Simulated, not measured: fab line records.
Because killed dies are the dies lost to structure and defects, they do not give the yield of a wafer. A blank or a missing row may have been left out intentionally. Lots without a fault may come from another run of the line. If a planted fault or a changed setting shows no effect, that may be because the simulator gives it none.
The tool behind it: which one?    flow rit-cmos    6 lots, 18 wafers sampled, at 2 steps of a route of 202

WHAT THE GAUGES READ, wafer by wafer
RIT_M1_RS_MEAS_01: measurement is done with a four-point probe.
lot   measured     on             M1_AL_RS (ohm/sq)
L442  day 3 12:34  film-metro-03  0.0744 0.0739 0.0744
L444  day 3 23:35  film-metro-02  0.0747 0.0742 0.0753
L447  day 4 13:18  film-metro-02  0.0731 0.0731 0.0735
L451  day 5 08:16  film-metro-02  0.0734 0.0731 0.0732
L456  day 6 12:26  film-metro-02  0.0745 0.0736 0.0743
L462  day 7 16:25  film-metro-03  0.0726 0.0731 0.0729

TOOL THAT RAN EACH LOT (tool first, then ch and the chambers of the sampled wafers, then the start)
lot   RIT_M1_SPUTTER_00
L442  pvd-sputter-04, day 3 12:16
L444  pvd-sputter-03, day 3 23:17
L447  pvd-sputter-04, day 4 12:58
L451  pvd-sputter-04, day 5 07:56
L456  pvd-sputter-03, day 6 12:08
L462  pvd-sputter-02, day 7 16:04
- RIT_M1_SPUTTER_00: material Al, target thk 400 nm, time 500 s.

THE ANSWER, worked out from the rows above alone
Rule: what is usual is taken from the lots themselves. The widest of any qualifying gaps counts: lots, ordered by their means at a reading, are off when they make up no more than a third of the lots, leave a main group of 4 or more, and stand apart from it by 3 or more times the standard deviation of that group's means. The tables above print the reading to a certain number of digits; a main group whose means all agree to those digits is not used. Also off: a lot with no number at a reading for which 4 or more lots have one. Any other lot the step has rows for is counted as sound.
No lot is off at any reading shown: from this, nothing can be told.

WHAT THE SIMULATOR PUT IN
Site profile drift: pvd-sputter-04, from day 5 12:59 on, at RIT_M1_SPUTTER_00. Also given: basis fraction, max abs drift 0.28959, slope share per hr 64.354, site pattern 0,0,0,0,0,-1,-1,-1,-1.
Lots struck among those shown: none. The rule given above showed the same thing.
